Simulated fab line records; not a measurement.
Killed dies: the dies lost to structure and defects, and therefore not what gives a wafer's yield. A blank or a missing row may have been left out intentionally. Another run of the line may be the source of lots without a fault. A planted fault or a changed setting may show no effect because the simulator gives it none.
Which of the tools did it? || flow berkeley_cmos170 || 7 lots, 21 wafers sampled, at 1 step of a route of 331

== WHAT THE GAUGES READ, wafer by wafer ==
UCB170_NLDD_OVL_MEAS_07.
{"lot": "L735", "measured": "day 7 20:20", "on": "overlay-01", "NLDD_OVL (nm)": "3 4 -1"}
{"lot": "L739", "measured": "day 9 10:12", "on": "overlay-01", "NLDD_OVL (nm)": "5 2 5"}
{"lot": "L743", "measured": "day 9 18:58", "on": "overlay-01", "NLDD_OVL (nm)": "10 1 -6"}
{"lot": "L750", "measured": "day 11 03:25", "on": "overlay-01", "NLDD_OVL (nm)": "8 9 18"}
{"lot": "L751", "measured": "day 11 03:49", "on": "overlay-01", "NLDD_OVL (nm)": "8 4 11"}
{"lot": "L755", "measured": "day 11 20:31", "on": "overlay-02", "NLDD_OVL (nm)": "5 0 4"}
{"lot": "L757", "measured": "day 12 12:59", "on": "overlay-01", "NLDD_OVL (nm)": "7 0 9"}

== WHICH TOOL RAN EACH LOT (tool, then ch and the chambers of the sampled wafers, then the start) ==
Before these readings, the record contains no process step.

== THE ANSWER, worked out from the rows above alone ==
Rule: what is usual is taken from the lots themselves. The widest of any qualifying gaps counts: lots, ordered by their means at a reading, are off when they make up no more than a third of the lots, leave a main group of 4 or more, and stand apart from it by 3 or more times the standard deviation of that group's means. A main group whose means are all the same, to the digits that the tables above print for the reading, isn't used. A lot without any number at a reading at which 4 lots or more have one is off too. The other lots that the step has rows for count as sound.
Across all readings shown, no lot is off: no conclusion can be drawn from this.

== WHAT THE SIMULATOR HAD INSERTED ==
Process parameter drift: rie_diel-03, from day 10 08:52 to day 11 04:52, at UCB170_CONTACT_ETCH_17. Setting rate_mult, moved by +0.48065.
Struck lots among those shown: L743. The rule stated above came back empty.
